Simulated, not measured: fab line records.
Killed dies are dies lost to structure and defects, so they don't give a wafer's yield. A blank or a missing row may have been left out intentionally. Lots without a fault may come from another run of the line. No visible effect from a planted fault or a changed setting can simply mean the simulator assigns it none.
Struck lot and sound lot, side by side	flow rit_cmos	17 out of 202 route steps
Sound: wafers L545.2, L545.4, L545.6. Wafers L560.1, L560.2, L560.4 were the ones struck. Last of all comes the cause.
Order at every step that has rows: each side's tool, ch and its chambers, its first start. Under that, the readings that differ: sound wafers	struck wafers	difference of the means	sigmas: that difference in standard deviations of wafers without a fault.
alike: words and numbers the same on both sides, and readings whose means are apart by under 2 such deviations; not compared: readings that were withheld, readings missing a value for some wafer, numbers with overlapping values and no deviation given by the record, and bounds like >300 which may hide the same value.
The two part at a step that has a row with sigmas, a row that says differs or no value, or rows on one side only. Non-overlapping numbers with no deviation appear without sigmas and do not part them. A reading missing from all wafers of one side parts the sides only when that side holds two or more wafers.

first, 1 step without rows for these wafers: RIT_PSD_IMPLANT_08.
RIT_PSD_STRIP_09: strips in O2, time 180 s.
  sound on plasma_asher-04 ch 0,1, day 4 07:16; struck on plasma_asher-03 ch 0,1, day 7 11:59
  alike: drypump_motor_current_A
  not compared: rf_hours_counter_h
RIT_PSD_TW_MEAS_10:
  sound: film_metro-01 at day 4 07:27; struck: film_metro-03 at day 7 12:10
  alike: PSD_TW
then, 3 steps without rows for these wafers: RIT_SDANNEAL_CLEAN_00 (cleans in SC1, time 600 s); RIT_SDANNEAL_CLEAN_01 (cleans in dHF, time 30 s); RIT_SDANNEAL_CLEAN_02 (cleans in SC2, time 600 s).
RIT_SDANNEAL_RTA_03: time 5 s.
  sound on rtp_anneal-02 ch 0, day 4 07:52; struck on rtp_anneal-01 ch 0, day 7 12:38
  alike: ramp_up_c_per_s, wafer_temp_C_max
RIT_SDANNEAL_RS_MEAS_04: measurement is done with a four-point probe.
  sound: film_metro-03 at day 4 07:56; struck: film_metro-02 at day 7 12:41
  alike: PSD_RS
RIT_SDANNEAL_RS_MEAS_05: measurement is done with a four-point probe.
  sound: film_metro-03 at day 4 08:04; struck: film_metro-02 at day 7 12:49
  alike: NSD_RS
RIT_SDANNEAL_RS_MEAS_06: measurement is done with a four-point probe.
  sound: film_metro-03 at day 4 08:11; struck: film_metro-02 at day 7 12:56
  alike: PLDD_RS
RIT_SDANNEAL_RS_MEAS_07: measurement is done with a four-point probe.
  sound: film_metro-03 at day 4 08:18; struck: film_metro-02 at day 7 13:03
  alike: NLDD_RS
then, 1 step without rows for these wafers: RIT_SILICIDE_WET_ETCH_00 (etches SiO2 in BOE, target depth 14 nm, time 15 s).
RIT_SILICIDE_SPUTTER_01: material Ti, target thk 30 nm, time 240 s.
  sound: pvd_sputter-02 at day 4 08:25; struck: pvd_sputter-04 at day 7 13:11
reading	sound	struck	difference	sigmas
model.Ti_of_SILICIDE_SPUTTER_01.thk_nm (nm)	29.63 29.78 29.64	26.08 26.31 25.99	-3.56	
  alike: throttle_valve_pct
RIT_SILICIDE_RS_MEAS_02: measurement is done with a four-point probe.
  sound: film_metro-04 at day 4 08:35; struck: film_metro-01 at day 7 13:20
reading	sound	struck	difference	sigmas
SILICIDE_TI_RS (ohm/sq)	51.9 51.5 51.7	61.0 60.3 61.3	+9.2	+11
RIT_SILICIDE_THK_MEAS_03: measures by xrf.
  sound: film_metro-04 at day 4 08:42; struck: film_metro-01 at day 7 13:28
reading	sound	struck	difference	sigmas
SILICIDE_TI_THK (nm)	29.4 29.4 29.2	25.9 26.2 25.8	-3.4	-9
RIT_SILICIDE_RTA_04: time 10 s, ramp up 5 s, ramp down 5 s.
  sound on rtp_anneal-02 ch 0, day 4 08:46; struck on rtp_anneal-02 ch 0, day 7 13:31
  alike: wafer_temp_C_max
RIT_M1_PROBE_99:
  sound: prober-02 at day 4 15:35; struck: prober-01 at day 7 21:04
reading	sound	struck	difference	sigmas
model.etest.npoly_line.line_ohm_um	171 169.8 170.6	178.7 174.2 175.9	+5.8	
model.etest.ppoly_line.line_ohm_um	165.6 163.1 165	171.9 167.8 166	+4.0	
model.etest.contact_nplus.end_ohm_um	41.42 42.22 41.6	36.7 36.64 35.44	-5.5	
model.etest.contact_pplus.end_ohm_um	41.91 42.01 41.98	39.46 40.02 40	-2.14	
model.etest.npoly_line.rs_ohm_sq	17.06 17.24 17.11	19.02 18.56 18.92	+1.70	
model.etest.ppoly_line.rs_ohm_sq	16.55 16.64 16.66	18.27 18.07 18.14	+1.54	
model.etest.npoly_sal.rs_ohm_sq	4.42 4.361 4.445	4.925 4.866 4.914	+0.493	
model.etest.ppoly_sal.rs_ohm_sq	4.398 4.349 4.404	4.901 4.838 4.88	+0.489	
  alike: killed_at_M0_to_M3, killed_at_contacts, killed_at_front_end, killed_dies, killed_open, killed_short

## WHERE THEY PART
Last at RIT_SILICIDE_THK_MEAS_03 as far as this record goes, first at RIT_SILICIDE_RS_MEAS_02. Later steps at which nothing parts them and some readings are alike: RIT_SILICIDE_RTA_04, RIT_M1_PROBE_99.

WHY: the cause the simulator had injected
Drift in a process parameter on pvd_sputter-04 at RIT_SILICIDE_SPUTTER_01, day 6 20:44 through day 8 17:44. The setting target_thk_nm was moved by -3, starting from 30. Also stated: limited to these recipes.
